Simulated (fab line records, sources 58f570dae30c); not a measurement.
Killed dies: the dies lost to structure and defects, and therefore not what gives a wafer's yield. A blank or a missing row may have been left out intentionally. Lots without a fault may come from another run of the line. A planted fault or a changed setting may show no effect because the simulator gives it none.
Which tool is to blame? | flow berkeleyCmos170 | 14 lots (42 wafers sampled), 1 step of a 331-step route

## WHAT THE GAUGES SHOWED, per wafer
UCB170_V1_THK_MEAS_01.
lot  | measured     | on           | V1_TEOS_THK (nm)
L122 | day 7 19:57  | filmMetro-01 | 1954 1976 1975
L123 | day 8 03:13  | filmMetro-01 | 2006 1989 2027
L124 | day 8 03:13  | filmMetro-04 | 1984 2007 2034
L125 | day 8 03:16  | filmMetro-01 | 1978 2011 2001
L126 | day 8 03:22  | filmMetro-04 | 1988 1992 2003
L127 | day 9 03:11  | filmMetro-04 | 2014 2009 2029
L129 | day 9 10:50  | filmMetro-01 | 1978 1988 1997
L128 | day 9 10:52  | filmMetro-02 | 2035 2024 2021
L130 | day 9 11:00  | filmMetro-04 | 2015 2029 2016
L134 | day 10 04:49 | filmMetro-01 | 2030 1998 2028
L140 | day 11 14:38 | filmMetro-02 | 1958 1981 1998
L141 | day 11 20:53 | filmMetro-04 | 1987 2011 1990
L144 | day 11 20:54 | filmMetro-02 | 2009 2023 2044
L143 | day 11 20:55 | filmMetro-01 | 2039 2047 1990

## TOOL THAT RAN EACH LOT (tool first, then ch and the chambers of the sampled wafers, then the start)
There is no process step in the record ahead of these readings.

## AS READ BY THE TOOLS THEMSELVES (means over the sampled wafers that have a number; for cases with no such wafer, the mark the record gives instead)
The record holds no such reading with a usual standard deviation.

## THE ANSWER, worked out from the rows above alone
Rule: usual is defined by the lots themselves. The widest of any qualifying gaps counts: lots, ordered by their means at a reading, are off when they make up no more than a third of the lots, leave a main group of 4 or more, and stand apart from it by 3 or more times the standard deviation of that group's means. A main group whose means are all the same, to the digits that the tables above print for the reading, isn't used. A lot without any number at a reading at which 4 lots or more have one is off too. The other lots that the step has rows for count as sound. Order of review: gauges by route order, followed by the tools' own readings, for which a lot's mean as printed above is used. At the first step where some lot is off, the reading lying furthest off is the one used; lots without a number count as furthest.
Across all readings shown, no lot is off: no conclusion can be drawn from this.

## WHAT WAS PUT IN BY THE SIMULATOR
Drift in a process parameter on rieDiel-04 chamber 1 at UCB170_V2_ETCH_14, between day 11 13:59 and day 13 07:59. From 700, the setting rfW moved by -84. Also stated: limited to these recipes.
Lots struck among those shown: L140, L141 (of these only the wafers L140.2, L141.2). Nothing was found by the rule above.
